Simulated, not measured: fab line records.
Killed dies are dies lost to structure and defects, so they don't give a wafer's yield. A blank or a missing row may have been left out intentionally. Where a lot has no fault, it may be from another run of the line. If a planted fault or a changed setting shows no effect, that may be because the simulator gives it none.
2 desks looking at one fault || flow rit-cmos || every desk sees just its own numbers, and what lay behind them comes last

METROLOGY DESK
What the gauges read, lot by lot, whatever tool the lot ran on: means of the sampled wafers that have a number. Any lot whose mean is over 4 standard deviations away from the usual mean is out of limits and marked OUT; that distance is given in the brackets.
Columns: A = CONTACT_TEOS_THK at RIT_CONTACT_THK_MEAS_01, usual 382 nm; B = cd-nm at RIT_CONTACT_CD_MEAS_08, usual 999.7 nm; C = CONTACT_OVL at RIT_CONTACT_OVL_MEAS_09, usual -0.4 nm
{"lot": "L488", "first seen here": "day 3 07:24", "A": 385, "B": 998.7, "C": -1.4}
{"lot": "L495", "first seen here": "day 4 22:51", "A": 385, "B": 1001.5, "C": -2.4}
{"lot": "L499", "first seen here": "day 5 20:22", "A": 377, "B": 999.5, "C": 0.2}
{"lot": "L502", "first seen here": "day 6 06:08", "A": 383, "B": 999.6, "C": 2.6}
{"lot": "L504", "first seen here": "day 6 16:03", "A": 385, "B": 1000.2, "C": -0.8}
{"lot": "L509", "first seen here": "day 7 20:33", "A": 389, "B": 999.6, "C": -1.8}
Result from this desk: across the 6 lots, nothing is out of limits.

DESK OF THE TOOL OWNER: rie-diel-02
The tool's own readings at RIT_CONTACT_ETCH_11 (etches SiO2 in CHF3/CF4/Ar, stops on TiSi2, target depth 480 nm, time 320 s): means of the sampled wafers that have a number, for each lot that ran on this tool. Any lot whose mean is over 4 standard deviations away from the usual mean is out of limits and marked OUT; that distance is given in the brackets.
Columns: A = drypump-motor-current-A at RIT_CONTACT_ETCH_11, usual 5.9 A; B = oes-product-au at RIT_CONTACT_ETCH_11, usual 0.990 a.u.; C = rf-fwd-power-W at RIT_CONTACT_ETCH_11, usual 199.6 W; D = throttle-valve-pct at RIT_CONTACT_ETCH_11, usual 8.89 %
{"lot": "L488", "first seen here": "day 3 08:44", "A": 6.1, "B": 0.996, "C": 199.1, "D": 8.91}
{"lot": "L495", "first seen here": "day 5 00:19", "A": 6.1, "B": 0.999, "C": 200.1, "D": 8.83}
{"lot": "L499", "first seen here": "day 5 21:46", "A": 6.1, "B": 0.997, "C": "300.3 (+99 or more) OUT", "D": 8.92}
{"lot": "L502", "first seen here": "day 6 07:30", "A": 6.1, "B": 0.989, "C": "299.6 (+99 or more) OUT", "D": 8.93}
Finding of this desk: L499, L502 out of limits; the first was L499 at day 5 21:46, on rf-fwd-power-W at RIT_CONTACT_ETCH_11. Within limits: L488, L495.

PUT TOGETHER
The tool owner's desk had the chance to raise an alarm at day 5 21:46 on L499, L502.
Nothing out of limits was seen by the metrology desk.
The metrology desk has L499, L502 on record, within its limits.
On rie-diel-02, each named lot ran RIT_CONTACT_ETCH_11.

WHAT THE SIMULATOR HAD INSERTED
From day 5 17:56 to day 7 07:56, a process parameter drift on rie-diel-02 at RIT_CONTACT_ETCH_11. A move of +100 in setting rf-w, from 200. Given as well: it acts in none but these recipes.
Struck lots among those shown: L499, L502.
Hours from the fault's start to each desk's first reading out of limits: the tool owner's desk, 4.
